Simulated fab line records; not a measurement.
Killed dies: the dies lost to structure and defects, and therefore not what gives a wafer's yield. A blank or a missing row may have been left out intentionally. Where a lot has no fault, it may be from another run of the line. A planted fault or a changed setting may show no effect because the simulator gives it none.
fab line records / flow berkeley-cmos170
record lots=11 wafers=33 last-day=12
route steps=331 shown M2@274 V2@294
lots untouched by any fault: they come from a run of this same line in which no faults occurred
start-h: hours from the record's opening day to when the first of the lot's shown wafers began / wait-h: how many hours have passed since the lot's step before this one / " as in the row above / L1.1+2: one row covering several wafers at once / - no value, or no start given / * or withheld: withheld / < > ~ a bound
route shown NAME@n: a module of which the file shows steps, and the number in the route of the first / usual: mean and standard deviation over wafers with no fault / same: alike in all rows / chamber/n: place in a boat / sites: per-site readings / _std_site: the values' standard deviation / _edge_site: the outer-site mean with the inner-site mean subtracted / radius-mm: how far each site lies from the wafer's centre / mask NAME#n: copy n / behind: the last tool/chamber to shape the wafer / hold: why the lot went on hold/how many hours it stayed there/how the hold came to an end / device: whichever transistor did not switch (one of n, p or np) / end of line: tests run on the same wafers once the route is complete / a step without rows: its recipe alone / killed: the dies lost at the first sort to structure and to defects; this is not the yield of the wafer / map: a wafer's dies, marking killed ones x, the rest . and places with no die _
set.NAME: the setting the step ran with; set.NAME@STEP: the setting that earlier step ran with / model.NAME: the simulator's own value behind a step, which no gauge read
the route's steps for a sample of lots (tables are steps, rows are wafers)
services: when a tool's chamber went out of use (start-h, in hours from the record's first day, below 0 if earlier), for how many hours, and the reason
## steps
# step UCB170_M2_THK_MEAS_03
# recipe thk-meas-gauge=xrf reads=Al_of_M2_SPUTTER_01
# usual M2_AL_THK=910/9.8
lot.wafer=L690.2 tool=film-metro-03 chamber=- start-h=161.24 wait-h=0.1 M2_AL_THK[nm]=890
lot.wafer=L690.5 tool=film-metro-03 chamber=- start-h=161.24 wait-h=0.1 M2_AL_THK[nm]=889
lot.wafer=L690.6 tool=film-metro-03 chamber=- start-h=161.24 wait-h=0.1 M2_AL_THK[nm]=899
lot.wafer=L689.3 tool=film-metro-01 chamber=- start-h=161.58 wait-h=0.1 M2_AL_THK[nm]=908
lot.wafer=L689.4 tool=film-metro-01 chamber=- start-h=161.58 wait-h=0.1 M2_AL_THK[nm]=907
lot.wafer=L689.5 tool=film-metro-01 chamber=- start-h=161.58 wait-h=0.1 M2_AL_THK[nm]=919
lot.wafer=L692.1 tool=film-metro-01 chamber=- start-h=166.14 wait-h=0.1 M2_AL_THK[nm]=918
lot.wafer=L692.2 tool=film-metro-01 chamber=- start-h=166.14 wait-h=0.1 M2_AL_THK[nm]=916
lot.wafer=L692.4 tool=film-metro-01 chamber=- start-h=166.14 wait-h=0.1 M2_AL_THK[nm]=904
lot.wafer=L691.3 tool=film-metro-04 chamber=- start-h=166.40 wait-h=0.1 M2_AL_THK[nm]=910
lot.wafer=L691.5 tool=film-metro-04 chamber=- start-h=166.40 wait-h=0.1 M2_AL_THK[nm]=918
lot.wafer=L691.6 tool=film-metro-04 chamber=- start-h=166.40 wait-h=0.1 M2_AL_THK[nm]=918
lot.wafer=L702.2 tool=film-metro-03 chamber=- start-h=226.28 wait-h=0.1 M2_AL_THK[nm]=929
lot.wafer=L702.5 tool=film-metro-03 chamber=- start-h=226.28 wait-h=0.1 M2_AL_THK[nm]=918
lot.wafer=L702.6 tool=film-metro-03 chamber=- start-h=226.28 wait-h=0.1 M2_AL_THK[nm]=919
lot.wafer=L704.1 tool=film-metro-03 chamber=- start-h=240.68 wait-h=0.1 M2_AL_THK[nm]=917
lot.wafer=L704.2 tool=film-metro-03 chamber=- start-h=240.68 wait-h=0.1 M2_AL_THK[nm]=895
lot.wafer=L704.3 tool=film-metro-03 chamber=- start-h=240.68 wait-h=0.1 M2_AL_THK[nm]=900
lot.wafer=L706.1 tool=film-metro-03 chamber=- start-h=242.91 wait-h=0.1 M2_AL_THK[nm]=910
lot.wafer=L706.5 tool=film-metro-03 chamber=- start-h=242.91 wait-h=0.1 M2_AL_THK[nm]=909
lot.wafer=L706.6 tool=film-metro-03 chamber=- start-h=242.91 wait-h=0.1 M2_AL_THK[nm]=910
lot.wafer=L707.1 tool=film-metro-04 chamber=- start-h=257.21 wait-h=0.1 M2_AL_THK[nm]=915
lot.wafer=L707.2 tool=film-metro-04 chamber=- start-h=257.21 wait-h=0.1 M2_AL_THK[nm]=914
lot.wafer=L707.3 tool=film-metro-04 chamber=- start-h=257.21 wait-h=0.1 M2_AL_THK[nm]=910
lot.wafer=L708.1 tool=film-metro-04 chamber=- start-h=262.94 wait-h=0.1 M2_AL_THK[nm]=899
lot.wafer=L708.2 tool=film-metro-04 chamber=- start-h=262.94 wait-h=0.1 M2_AL_THK[nm]=903
lot.wafer=L708.3 tool=film-metro-04 chamber=- start-h=262.94 wait-h=0.1 M2_AL_THK[nm]=895
lot.wafer=L709.3 tool=film-metro-04 chamber=- start-h=263.69 wait-h=0.1 M2_AL_THK[nm]=915
lot.wafer=L709.5 tool=film-metro-04 chamber=- start-h=263.69 wait-h=0.1 M2_AL_THK[nm]=896
lot.wafer=L709.6 tool=film-metro-04 chamber=- start-h=263.69 wait-h=0.1 M2_AL_THK[nm]=902
lot.wafer=L712.1 tool=film-metro-01 chamber=- start-h=287.51 wait-h=0.1 M2_AL_THK[nm]=906
lot.wafer=L712.3 tool=film-metro-01 chamber=- start-h=287.51 wait-h=0.1 M2_AL_THK[nm]=907
lot.wafer=L712.6 tool=film-metro-01 chamber=- start-h=287.51 wait-h=0.1 M2_AL_THK[nm]=913
# step UCB170_M2_CD_MEAS_15
# recipe target-cd-nm=700
# usual cd-nm=700.1/1.3
lot.wafer=L690.2 tool=cd-sem-02 chamber=- start-h=163.01 wait-h=- cd-nm=701.2
lot.wafer=L690.5 tool=cd-sem-02 chamber=- start-h=163.01 wait-h=- cd-nm=699.9
lot.wafer=L690.6 tool=cd-sem-02 chamber=- start-h=163.01 wait-h=- cd-nm=699.9
lot.wafer=L689.3 tool=cd-sem-02 chamber=- start-h=163.78 wait-h=- cd-nm=701.0
lot.wafer=L689.4 tool=cd-sem-02 chamber=- start-h=163.78 wait-h=- cd-nm=701.7
lot.wafer=L689.5 tool=cd-sem-02 chamber=- start-h=163.78 wait-h=- cd-nm=700.2
lot.wafer=L692.1 tool=cd-sem-01 chamber=- start-h=167.98 wait-h=- cd-nm=701.5
lot.wafer=L692.2 tool=cd-sem-01 chamber=- start-h=167.98 wait-h=- cd-nm=700.9
lot.wafer=L692.4 tool=cd-sem-01 chamber=- start-h=167.98 wait-h=- cd-nm=701.9
lot.wafer=L691.3 tool=cd-sem-02 chamber=- start-h=168.38 wait-h=- cd-nm=698.3
lot.wafer=L691.5 tool=cd-sem-02 chamber=- start-h=168.38 wait-h=- cd-nm=699.1
lot.wafer=L691.6 tool=cd-sem-02 chamber=- start-h=168.38 wait-h=- cd-nm=699.0
lot.wafer=L702.2 tool=cd-sem-01 chamber=- start-h=228.28 wait-h=- cd-nm=698.4
lot.wafer=L702.5 tool=cd-sem-01 chamber=- start-h=228.28 wait-h=- cd-nm=699.1
lot.wafer=L702.6 tool=cd-sem-01 chamber=- start-h=228.28 wait-h=- cd-nm=697.4
lot.wafer=L704.1 tool=cd-sem-02 chamber=- start-h=242.60 wait-h=- cd-nm=699.1
lot.wafer=L704.2 tool=cd-sem-02 chamber=- start-h=242.60 wait-h=- cd-nm=699.3
lot.wafer=L704.3 tool=cd-sem-02 chamber=- start-h=242.60 wait-h=- cd-nm=699.5
lot.wafer=L706.1 tool=cd-sem-02 chamber=- start-h=245.44 wait-h=- cd-nm=697.9
lot.wafer=L706.5 tool=cd-sem-02 chamber=- start-h=245.44 wait-h=- cd-nm=698.0
lot.wafer=L706.6 tool=cd-sem-02 chamber=- start-h=245.44 wait-h=- cd-nm=698.2
lot.wafer=L707.1 tool=cd-sem-02 chamber=- start-h=258.87 wait-h=- cd-nm=700.2
lot.wafer=L707.2 tool=cd-sem-02 chamber=- start-h=258.87 wait-h=- cd-nm=701.5
lot.wafer=L707.3 tool=cd-sem-02 chamber=- start-h=258.87 wait-h=- cd-nm=700.0
lot.wafer=L708.1 tool=cd-sem-01 chamber=- start-h=265.70 wait-h=- cd-nm=698.8
lot.wafer=L708.2 tool=cd-sem-01 chamber=- start-h=265.70 wait-h=- cd-nm=698.9
lot.wafer=L708.3 tool=cd-sem-01 chamber=- start-h=265.70 wait-h=- cd-nm=699.5
lot.wafer=L709.3 tool=cd-sem-01 chamber=- start-h=266.13 wait-h=- cd-nm=700.2
lot.wafer=L709.5 tool=cd-sem-01 chamber=- start-h=266.13 wait-h=- cd-nm=699.9
lot.wafer=L709.6 tool=cd-sem-01 chamber=- start-h=266.13 wait-h=- cd-nm=698.9
lot.wafer=L712.1 tool=cd-sem-01 chamber=- start-h=293.17 wait-h=- cd-nm=700.6
lot.wafer=L712.3 tool=cd-sem-01 chamber=- start-h=293.17 wait-h=- cd-nm=701.9
lot.wafer=L712.6 tool=cd-sem-01 chamber=- start-h=293.17 wait-h=- cd-nm=701.5
# step UCB170_M2_CD_MEAS_90
# recipe target-cd-nm=700
# usual cd-nm=699/3.1
lot.wafer=L690.2 tool=cd-sem-02 chamber=- start-h=163.52 wait-h=0.1 cd-nm=698
lot.wafer=L690.5 tool=cd-sem-02 chamber=- start-h=163.52 wait-h=0.1 cd-nm=698
lot.wafer=L690.6 tool=cd-sem-02 chamber=- start-h=163.52 wait-h=0.1 cd-nm=701
lot.wafer=L689.3 tool=cd-sem-02 chamber=- start-h=164.46 wait-h=0.1 cd-nm=705
lot.wafer=L689.4 tool=cd-sem-02 chamber=- start-h=164.46 wait-h=0.1 cd-nm=708
lot.wafer=L689.5 tool=cd-sem-02 chamber=- start-h=164.46 wait-h=0.1 cd-nm=703
lot.wafer=L692.1 tool=cd-sem-01 chamber=- start-h=168.46 wait-h=0.1 cd-nm=702
lot.wafer=L692.2 tool=cd-sem-01 chamber=- start-h=168.46 wait-h=0.1 cd-nm=703
lot.wafer=L692.4 tool=cd-sem-01 chamber=- start-h=168.46 wait-h=0.1 cd-nm=707
lot.wafer=L691.3 tool=cd-sem-01 chamber=- start-h=168.86 wait-h=0.1 cd-nm=693
lot.wafer=L691.5 tool=cd-sem-01 chamber=- start-h=168.86 wait-h=0.1 cd-nm=692
lot.wafer=L691.6 tool=cd-sem-01 chamber=- start-h=168.86 wait-h=0.1 cd-nm=694
lot.wafer=L702.2 tool=cd-sem-02 chamber=- start-h=228.76 wait-h=0.1 cd-nm=696
lot.wafer=L702.5 tool=cd-sem-02 chamber=- start-h=228.76 wait-h=0.1 cd-nm=700
lot.wafer=L702.6 tool=cd-sem-02 chamber=- start-h=228.76 wait-h=0.1 cd-nm=698
lot.wafer=L704.1 tool=cd-sem-02 chamber=- start-h=243.08 wait-h=0.1 cd-nm=698
lot.wafer=L704.2 tool=cd-sem-02 chamber=- start-h=243.08 wait-h=0.1 cd-nm=697
lot.wafer=L704.3 tool=cd-sem-02 chamber=- start-h=243.08 wait-h=0.1 cd-nm=696
lot.wafer=L706.1 tool=cd-sem-02 chamber=- start-h=245.92 wait-h=0.1 cd-nm=696
lot.wafer=L706.5 tool=cd-sem-02 chamber=- start-h=245.92 wait-h=0.1 cd-nm=696
lot.wafer=L706.6 tool=cd-sem-02 chamber=- start-h=245.92 wait-h=0.1 cd-nm=697
lot.wafer=L707.1 tool=cd-sem-01 chamber=- start-h=259.36 wait-h=0.1 cd-nm=700
lot.wafer=L707.2 tool=cd-sem-01 chamber=- start-h=259.36 wait-h=0.1 cd-nm=701
lot.wafer=L707.3 tool=cd-sem-01 chamber=- start-h=259.36 wait-h=0.1 cd-nm=698
lot.wafer=L708.1 tool=cd-sem-02 chamber=- start-h=266.18 wait-h=0.1 cd-nm=695
lot.wafer=L708.2 tool=cd-sem-02 chamber=- start-h=266.18 wait-h=0.1 cd-nm=693
lot.wafer=L708.3 tool=cd-sem-02 chamber=- start-h=266.18 wait-h=0.1 cd-nm=695
lot.wafer=L709.3 tool=cd-sem-02 chamber=- start-h=266.62 wait-h=0.1 cd-nm=700
lot.wafer=L709.5 tool=cd-sem-02 chamber=- start-h=266.62 wait-h=0.1 cd-nm=699
lot.wafer=L709.6 tool=cd-sem-02 chamber=- start-h=266.62 wait-h=0.1 cd-nm=697
lot.wafer=L712.1 tool=cd-sem-02 chamber=- start-h=293.66 wait-h=0.1 cd-nm=699
lot.wafer=L712.3 tool=cd-sem-02 chamber=- start-h=293.66 wait-h=0.1 cd-nm=700
lot.wafer=L712.6 tool=cd-sem-02 chamber=- start-h=293.66 wait-h=0.1 cd-nm=701
# step UCB170_V2_CMP_02
# recipe material=SiO2 down-force-psi=6 platen-rpm=60 pad-velocity-m-s=0.75398
# usual motor-current-A=16.4/1.2
lot.wafer=L690.2 tool=cmp-02 chamber=0 start-h=164.03 wait-h=0.2 motor-current-A=15.2
lot.wafer=L690.5 tool=cmp-02 chamber=0 start-h=164.03 wait-h=0.2 motor-current-A=14.5
lot.wafer=L690.6 tool=cmp-02 chamber=1 start-h=164.03 wait-h=0.2 motor-current-A=17.4
lot.wafer=L689.3 tool=cmp-01 chamber=0 start-h=164.85 wait-h=0.1 motor-current-A=17.6
lot.wafer=L689.4 tool=cmp-01 chamber=1 start-h=164.85 wait-h=0.1 motor-current-A=14.5
lot.wafer=L689.5 tool=cmp-01 chamber=2 start-h=164.85 wait-h=0.1 motor-current-A=18.6
lot.wafer=L692.1 tool=cmp-02 chamber=1 start-h=168.85 wait-h=0.1 motor-current-A=16.8
lot.wafer=L692.4 tool=cmp-02 chamber=2 start-h=168.85 wait-h=0.1 motor-current-A=17.3
lot.wafer=L692.2 tool=cmp-02 chamber=3 start-h=168.85 wait-h=0.1 motor-current-A=16.6
lot.wafer=L691.3 tool=cmp-01 chamber=2 start-h=169.26 wait-h=0.1 motor-current-A=17.1
lot.wafer=L691.6 tool=cmp-01 chamber=0 start-h=169.26 wait-h=0.1 motor-current-A=17.3
lot.wafer=L691.5 tool=cmp-01 chamber=1 start-h=169.26 wait-h=0.1 motor-current-A=13.5
lot.wafer=L702.2 tool=cmp-01 chamber=2 start-h=229.18 wait-h=0.1 motor-current-A=17.2
lot.wafer=L702.5 tool=cmp-01 chamber=0 start-h=229.18 wait-h=0.1 motor-current-A=17.2
lot.wafer=L702.6 tool=cmp-01 chamber=1 start-h=229.18 wait-h=0.1 motor-current-A=15.0
lot.wafer=L704.3 tool=cmp-02 chamber=1 start-h=243.42 wait-h=0.0 motor-current-A=17.8
lot.wafer=L704.2 tool=cmp-02 chamber=3 start-h=243.42 wait-h=0.0 motor-current-A=15.8
lot.wafer=L704.1 tool=cmp-02 chamber=0 start-h=243.42 wait-h=0.0 motor-current-A=15.5
lot.wafer=L706.1 tool=cmp-02 chamber=2 start-h=246.36 wait-h=0.1 motor-current-A=19.2
lot.wafer=L706.6 tool=cmp-02 chamber=0 start-h=246.36 wait-h=0.1 motor-current-A=14.5
lot.wafer=L706.5 tool=cmp-02 chamber=1 start-h=246.36 wait-h=0.1 motor-current-A=17.3
lot.wafer=L707.1 tool=cmp-02 chamber=0 start-h=259.69 wait-h=0.1 motor-current-A=15.3
lot.wafer=L707.3 tool=cmp-02 chamber=1 start-h=259.69 wait-h=0.1 motor-current-A=16.9
lot.wafer=L707.2 tool=cmp-02 chamber=3 start-h=259.69 wait-h=0.1 motor-current-A=17.3
lot.wafer=L708.1 tool=cmp-02 chamber=1 start-h=266.57 wait-h=0.1 motor-current-A=16.9
lot.wafer=L708.3 tool=cmp-02 chamber=2 start-h=266.57 wait-h=0.1 motor-current-A=17.2
lot.wafer=L708.2 tool=cmp-02 chamber=3 start-h=266.57 wait-h=0.1 motor-current-A=16.1
lot.wafer=L709.3 tool=cmp-02 chamber=1 start-h=266.92 wait-h=0.0 motor-current-A=18.3
lot.wafer=L709.6 tool=cmp-02 chamber=1 start-h=266.92 wait-h=0.0 motor-current-A=16.9
lot.wafer=L709.5 tool=cmp-02 chamber=2 start-h=266.92 wait-h=0.0 motor-current-A=17.9
lot.wafer=L712.1 tool=cmp-01 chamber=3 start-h=294.09 wait-h=0.1 motor-current-A=16.1
lot.wafer=L712.3 tool=cmp-01 chamber=0 start-h=294.09 wait-h=0.1 motor-current-A=17.3
lot.wafer=L712.6 tool=cmp-01 chamber=2 start-h=294.09 wait-h=0.1 motor-current-A=17.7
# step UCB170_V2_THK_MEAS_04
# recipe reads=SiO2_of_V2_CVD_00
# usual V2_POLISHED_THK=1000.2/1
lot.wafer=L690.2 tool=film-metro-02 chamber=- start-h=164.46 wait-h=0.1 V2_POLISHED_THK[nm]=999.9
lot.wafer=L690.5 tool=film-metro-02 chamber=- start-h=164.46 wait-h=0.1 V2_POLISHED_THK[nm]=1000.6
lot.wafer=L690.6 tool=film-metro-02 chamber=- start-h=164.46 wait-h=0.1 V2_POLISHED_THK[nm]=1000.2
lot.wafer=L689.3 tool=film-metro-01 chamber=- start-h=165.19 wait-h=0.1 V2_POLISHED_THK[nm]=1000.6
lot.wafer=L689.4 tool=film-metro-01 chamber=- start-h=165.19 wait-h=0.1 V2_POLISHED_THK[nm]=1000.4
lot.wafer=L689.5 tool=film-metro-01 chamber=- start-h=165.19 wait-h=0.1 V2_POLISHED_THK[nm]=1001.4
lot.wafer=L692.1 tool=film-metro-02 chamber=- start-h=169.22 wait-h=0.1 V2_POLISHED_THK[nm]=1000.6
lot.wafer=L692.2 tool=film-metro-02 chamber=- start-h=169.22 wait-h=0.1 V2_POLISHED_THK[nm]=999.8
lot.wafer=L692.4 tool=film-metro-02 chamber=- start-h=169.22 wait-h=0.1 V2_POLISHED_THK[nm]=1000.8
lot.wafer=L691.3 tool=film-metro-04 chamber=- start-h=169.60 wait-h=0.1 V2_POLISHED_THK[nm]=1001.8
lot.wafer=L691.5 tool=film-metro-04 chamber=- start-h=169.60 wait-h=0.1 V2_POLISHED_THK[nm]=1000.9
lot.wafer=L691.6 tool=film-metro-04 chamber=- start-h=169.60 wait-h=0.1 V2_POLISHED_THK[nm]=999.4
lot.wafer=L702.2 tool=film-metro-04 chamber=- start-h=229.51 wait-h=0.1 V2_POLISHED_THK[nm]=1335.9
lot.wafer=L702.5 tool=film-metro-04 chamber=- start-h=229.51 wait-h=0.1 V2_POLISHED_THK[nm]=1000.2
lot.wafer=L702.6 tool=film-metro-04 chamber=- start-h=229.51 wait-h=0.1 V2_POLISHED_THK[nm]=1002.2
lot.wafer=L704.1 tool=film-metro-02 chamber=- start-h=243.84 wait-h=0.1 V2_POLISHED_THK[nm]=999.6
lot.wafer=L704.2 tool=film-metro-02 chamber=- start-h=243.84 wait-h=0.1 V2_POLISHED_THK[nm]=1000.2
lot.wafer=L704.3 tool=film-metro-02 chamber=- start-h=243.84 wait-h=0.1 V2_POLISHED_THK[nm]=998.7
lot.wafer=L706.1 tool=film-metro-02 chamber=- start-h=246.68 wait-h=0.1 V2_POLISHED_THK[nm]=1000.4
lot.wafer=L706.5 tool=film-metro-02 chamber=- start-h=246.68 wait-h=0.1 V2_POLISHED_THK[nm]=999.6
lot.wafer=L706.6 tool=film-metro-02 chamber=- start-h=246.68 wait-h=0.1 V2_POLISHED_THK[nm]=1001.0
lot.wafer=L707.1 tool=film-metro-01 chamber=- start-h=260.11 wait-h=0.1 V2_POLISHED_THK[nm]=999.2
lot.wafer=L707.2 tool=film-metro-01 chamber=- start-h=260.11 wait-h=0.1 V2_POLISHED_THK[nm]=1000.2
lot.wafer=L707.3 tool=film-metro-01 chamber=- start-h=260.11 wait-h=0.1 V2_POLISHED_THK[nm]=999.1
lot.wafer=L708.1 tool=film-metro-02 chamber=- start-h=266.94 wait-h=0.1 V2_POLISHED_THK[nm]=1000.2
lot.wafer=L708.2 tool=film-metro-02 chamber=- start-h=266.94 wait-h=0.1 V2_POLISHED_THK[nm]=1001.7
lot.wafer=L708.3 tool=film-metro-02 chamber=- start-h=266.94 wait-h=0.1 V2_POLISHED_THK[nm]=1001.4
lot.wafer=L709.3 tool=film-metro-04 chamber=- start-h=267.36 wait-h=0.1 V2_POLISHED_THK[nm]=1001.3
lot.wafer=L709.5 tool=film-metro-04 chamber=- start-h=267.36 wait-h=0.1 V2_POLISHED_THK[nm]=1001.4
lot.wafer=L709.6 tool=film-metro-04 chamber=- start-h=267.36 wait-h=0.1 V2_POLISHED_THK[nm]=1000.7
lot.wafer=L712.1 tool=film-metro-01 chamber=- start-h=294.41 wait-h=0.1 V2_POLISHED_THK[nm]=999.2
lot.wafer=L712.3 tool=film-metro-01 chamber=- start-h=294.41 wait-h=0.1 V2_POLISHED_THK[nm]=998.0
lot.wafer=L712.6 tool=film-metro-01 chamber=- start-h=294.41 wait-h=0.1 V2_POLISHED_THK[nm]=1002.1
# step UCB170_V2_ETCH_14
# recipe chemistry=CHF3/CF4/Ar target=SiO2 stop-on=Al CHF3_flow_sccm=45 cf4-flow-sccm=15 Ar_flow_sccm=150 pressure-mtorr=200 rf-w=700 target-depth-a=12500 over-etch-frac=0.25 time-s=291
# usual drypump-motor-current-A=5.8/0.37 oes-product-au=0.872/0.011 throttle-valve-pct=6.88/0.099
lot.wafer=L690.2 tool=rie-diel-04 chamber=3 start-h=166.07 wait-h=0.0 drypump-motor-current-A=5.5 oes-product-au=0.874 rf-hours-counter-h=19 throttle-valve-pct=6.87
lot.wafer=L690.5 tool=rie-diel-04 chamber=3 start-h=166.07 wait-h=0.0 drypump-motor-current-A=5.5 oes-product-au=0.870 rf-hours-counter-h=- throttle-valve-pct=6.89
lot.wafer=L690.6 tool=rie-diel-04 chamber=0 start-h=166.07 wait-h=0.0 drypump-motor-current-A=5.4 oes-product-au=0.846 rf-hours-counter-h=- throttle-valve-pct=7.05
lot.wafer=L689.3 tool=rie-diel-03 chamber=1 start-h=166.80 wait-h=0.0 drypump-motor-current-A=5.3 oes-product-au=0.887 rf-hours-counter-h=152 throttle-valve-pct=6.90
lot.wafer=L689.4 tool=rie-diel-03 chamber=0 start-h=166.80 wait-h=0.0 drypump-motor-current-A=5.9 oes-product-au=0.864 rf-hours-counter-h=97 throttle-valve-pct=6.91
lot.wafer=L689.5 tool=rie-diel-03 chamber=0 start-h=166.80 wait-h=0.0 drypump-motor-current-A=5.9 oes-product-au=0.874 rf-hours-counter-h=- throttle-valve-pct=6.92
lot.wafer=L692.1 tool=rie-diel-04 chamber=1 start-h=170.68 wait-h=0.0 drypump-motor-current-A=6.3 oes-product-au=0.852 rf-hours-counter-h=2 throttle-valve-pct=6.93
lot.wafer=L692.2 tool=rie-diel-04 chamber=2 start-h=170.68 wait-h=0.0 drypump-motor-current-A=5.8 oes-product-au=0.880 rf-hours-counter-h=18 throttle-valve-pct=7.15
lot.wafer=L692.4 tool=rie-diel-04 chamber=3 start-h=170.68 wait-h=0.0 drypump-motor-current-A=5.6 oes-product-au=0.862 rf-hours-counter-h=20 throttle-valve-pct=6.88
lot.wafer=L691.3 tool=rie-diel-03 chamber=2 start-h=170.97 wait-h=0.0 drypump-motor-current-A=5.5 oes-product-au=0.885 rf-hours-counter-h=149 throttle-valve-pct=6.86
lot.wafer=L691.5 tool=rie-diel-03 chamber=1 start-h=170.97 wait-h=0.0 drypump-motor-current-A=5.3 oes-product-au=0.882 rf-hours-counter-h=- throttle-valve-pct=6.92
lot.wafer=L691.6 tool=rie-diel-03 chamber=0 start-h=170.97 wait-h=0.0 drypump-motor-current-A=5.9 oes-product-au=0.877 rf-hours-counter-h=- throttle-valve-pct=6.94
lot.wafer=L702.2 tool=rie-diel-03 chamber=0 start-h=231.71 wait-h=0.0 drypump-motor-current-A=5.9 oes-product-au=0.999 rf-hours-counter-h=100 throttle-valve-pct=6.92
lot.wafer=L702.5 tool=rie-diel-03 chamber=0 start-h=231.71 wait-h=0.0 drypump-motor-current-A=5.9 oes-product-au=0.871 rf-hours-counter-h=- throttle-valve-pct=6.93
lot.wafer=L702.6 tool=rie-diel-03 chamber=3 start-h=231.71 wait-h=0.0 drypump-motor-current-A=6.2 oes-product-au=0.856 rf-hours-counter-h=- throttle-valve-pct=6.71
lot.wafer=L704.1 tool=rie-diel-03 chamber=1 start-h=246.87 wait-h=0.0 drypump-motor-current-A=5.3 oes-product-au=0.887 rf-hours-counter-h=3 throttle-valve-pct=6.89
lot.wafer=L704.2 tool=rie-diel-03 chamber=0 start-h=246.87 wait-h=0.0 drypump-motor-current-A=5.9 oes-product-au=0.875 rf-hours-counter-h=101 throttle-valve-pct=6.93
lot.wafer=L704.3 tool=rie-diel-03 chamber=2 start-h=246.87 wait-h=0.0 drypump-motor-current-A=5.5 oes-product-au=0.881 rf-hours-counter-h=1 throttle-valve-pct=6.87
lot.wafer=L706.1 tool=rie-diel-03 chamber=3 start-h=248.32 wait-h=0.0 drypump-motor-current-A=6.2 oes-product-au=0.859 rf-hours-counter-h=140 throttle-valve-pct=6.73
lot.wafer=L706.5 tool=rie-diel-03 chamber=3 start-h=248.32 wait-h=0.0 drypump-motor-current-A=6.2 oes-product-au=0.854 rf-hours-counter-h=- throttle-valve-pct=6.72
lot.wafer=L706.6 tool=rie-diel-03 chamber=2 start-h=248.32 wait-h=0.0 drypump-motor-current-A=5.5 oes-product-au=0.878 rf-hours-counter-h=- throttle-valve-pct=6.88
lot.wafer=L707.1 tool=rie-diel-01 chamber=2 start-h=262.23 wait-h=0.0 drypump-motor-current-A=5.4 oes-product-au=0.886 rf-hours-counter-h=113 throttle-valve-pct=6.92
lot.wafer=L707.2 tool=rie-diel-01 chamber=3 start-h=262.23 wait-h=0.0 drypump-motor-current-A=6.1 oes-product-au=0.877 rf-hours-counter-h=8 throttle-valve-pct=6.83
lot.wafer=L707.3 tool=rie-diel-01 chamber=1 start-h=262.23 wait-h=0.0 drypump-motor-current-A=6.1 oes-product-au=0.863 rf-hours-counter-h=6 throttle-valve-pct=6.76
lot.wafer=L708.1 tool=rie-diel-04 chamber=3 start-h=268.39 wait-h=0.0 drypump-motor-current-A=5.5 oes-product-au=0.865 rf-hours-counter-h=24 throttle-valve-pct=6.87
lot.wafer=L708.2 tool=rie-diel-04 chamber=0 start-h=268.39 wait-h=0.0 drypump-motor-current-A=5.4 oes-product-au=0.846 rf-hours-counter-h=35 throttle-valve-pct=7.03
lot.wafer=L708.3 tool=rie-diel-04 chamber=1 start-h=268.39 wait-h=0.0 drypump-motor-current-A=6.3 oes-product-au=0.857 rf-hours-counter-h=7 throttle-valve-pct=6.94
lot.wafer=L709.3 tool=rie-diel-01 chamber=2 start-h=268.87 wait-h=0.0 drypump-motor-current-A=5.4 oes-product-au=0.881 rf-hours-counter-h=114 throttle-valve-pct=6.93
lot.wafer=L709.5 tool=rie-diel-01 chamber=0 start-h=268.87 wait-h=0.0 drypump-motor-current-A=6.3 oes-product-au=0.877 rf-hours-counter-h=- throttle-valve-pct=6.87
lot.wafer=L709.6 tool=rie-diel-01 chamber=1 start-h=268.87 wait-h=0.0 drypump-motor-current-A=6.1 oes-product-au=0.863 rf-hours-counter-h=- throttle-valve-pct=6.76
lot.wafer=L712.1 tool=rie-diel-03 chamber=0 start-h=296.35 wait-h=0.0 drypump-motor-current-A=5.9 oes-product-au=0.868 rf-hours-counter-h=104 throttle-valve-pct=6.94
lot.wafer=L712.3 tool=rie-diel-03 chamber=1 start-h=296.35 wait-h=0.0 drypump-motor-current-A=5.2 oes-product-au=0.872 rf-hours-counter-h=6 throttle-valve-pct=6.89
lot.wafer=L712.6 tool=rie-diel-03 chamber=2 start-h=296.35 wait-h=0.0 drypump-motor-current-A=5.5 oes-product-au=0.886 rf-hours-counter-h=- throttle-valve-pct=6.87
## services
tool=cmp-01 chamber=- start-h=143.22 hours=0.9 kind=repair
tool=cmp-02 chamber=- start-h=171.37 hours=1.6 kind=repair
tool=cmp-01 chamber=- start-h=179.47 hours=1.3 kind=repair
tool=rie-diel-03 chamber=1 start-h=181.71 hours=- kind=clean
tool=rie-diel-03 chamber=1 start-h=181.71 hours=13.9 kind=scheduled-down
tool=rie-diel-03 chamber=1 start-h=181.71 hours=13.9 kind=vent-cycle
tool=rie-diel-04 chamber=- start-h=196.82 hours=0.4 kind=repair
tool=rie-diel-03 chamber=2 start-h=198.80 hours=- kind=clean
tool=rie-diel-03 chamber=2 start-h=198.80 hours=21.8 kind=scheduled-down
tool=rie-diel-03 chamber=2 start-h=198.80 hours=21.8 kind=vent-cycle
tool=cmp-01 chamber=- start-h=222.63 hours=6.1 kind=repair
tool=cmp-02 chamber=- start-h=232.00 hours=4.0 kind=pm
tool=cmp-02 chamber=- start-h=233.40 hours=0.7 kind=repair
tool=cmp-02 chamber=- start-h=236.00 hours=- kind=consumable-replace:conditioner
tool=cmp-02 chamber=- start-h=236.00 hours=- kind=consumable-replace:pad
tool=rie-diel-04 chamber=- start-h=237.42 hours=1.3 kind=repair
tool=rie-diel-03 chamber=3 start-h=248.86 hours=- kind=clean
tool=cmp-02 chamber=- start-h=249.45 hours=2.1 kind=repair
tool=cmp-01 chamber=- start-h=250.75 hours=1.6 kind=repair
tool=cmp-01 chamber=- start-h=258.95 hours=8.6 kind=pm
tool=rie-diel-04 chamber=3 start-h=272.22 hours=13.8 kind=repair
tool=cmp-01 chamber=- start-h=272.51 hours=6.1 kind=pm
tool=cmp-02 chamber=- start-h=289.82 hours=9.1 kind=pm
tool=cmp-01 chamber=- start-h=291.46 hours=0.3 kind=repair
## key
first-sign step=UCB170_V2_THK_MEAS_04 reading=V2_POLISHED_THK direction=up sigmas=99+ usual=1000.2 struck=1335.9
effect step=UCB170_V2_ETCH_14 reading=oes-product-au direction=up sigmas=11 usual=0.872 struck=0.999
met-at UCB170_V2_CMP_02
struck-lots L702
struck-wafers L702.2
later-rows-left-out L702.2
sort-left-out L702.2
not-acting-at UCB170_M2_THK_MEAS_03,UCB170_M2_CD_MEAS_15,UCB170_M2_CD_MEAS_90
onset-between 169.26 229.18
fault kind=process-parameter-drift tool=cmp-01 chamber=2 onset-h=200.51 steps=UCB170_V2_CMP_02 channel=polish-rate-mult offset=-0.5 shape=step end-h=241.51
# sort-left-out: the simulated sort isn't trusted on such a fault, so these wafers' sort isn't shown, and their yield isn't known
# later-rows-left-out: the simulator's readings of these wafers behind a module that went badly wrong aren't trusted and aren't shown, but for the sort
